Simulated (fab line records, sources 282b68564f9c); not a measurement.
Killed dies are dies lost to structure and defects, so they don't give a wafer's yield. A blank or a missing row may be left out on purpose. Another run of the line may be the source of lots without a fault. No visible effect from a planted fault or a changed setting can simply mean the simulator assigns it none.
What tool caused it? :: flow ritCmos :: 21 wafers sampled from 7 lots at 1 step of a route of 202

WHAT EACH GAUGE READ, for each wafer
RIT_NWELL_OVL_MEAS_06.
lot: L922
measured: day 2 01:54
on: overlay-01
NWELL_OVL (nm): 0.5 -0.7 -0.5

lot: L925
measured: day 2 17:03
on: overlay-02
NWELL_OVL (nm): 1.7 1.2 0.1

lot: L927
measured: day 3 03:41
on: overlay-01
NWELL_OVL (nm): -0.8 -1.9 -2.8

lot: L933
measured: day 4 10:04
on: overlay-02
NWELL_OVL (nm): 1.3 1.5 -0.4

lot: L938
measured: day 5 11:17
on: overlay-01
NWELL_OVL (nm): -1.7 -0.1 -2.9

lot: L941
measured: day 6 00:23
on: overlay-02
NWELL_OVL (nm): 3.4 4.0 3.5

lot: L943
measured: day 6 10:19
on: overlay-02
NWELL_OVL (nm): -1.5 -0.8 -1.5

TOOL THAT RAN EACH LOT (tool first, then ch and the chambers of the sampled wafers, then the start)
The record shows no process step preceding these readings.

THE ANSWER, worked out from the rows above alone
Rule: usual is defined by the lots themselves. Put in order of their means at a reading, lots are off if they are a third of the lots or fewer, leave a main group of 4 or more, and stand apart from it by a gap of 3 or more times the standard deviation of the main group's means; of several such gaps the widest counts. The tables above print the reading to a certain number of digits; a main group whose means all agree to those digits is not used. A lot without any number at a reading at which 4 lots or more have one is off too. All remaining lots with rows at the step are treated as sound.
Nothing can be told from this: no lot is off at any reading shown.

WHAT WAS PUT IN BY THE SIMULATOR
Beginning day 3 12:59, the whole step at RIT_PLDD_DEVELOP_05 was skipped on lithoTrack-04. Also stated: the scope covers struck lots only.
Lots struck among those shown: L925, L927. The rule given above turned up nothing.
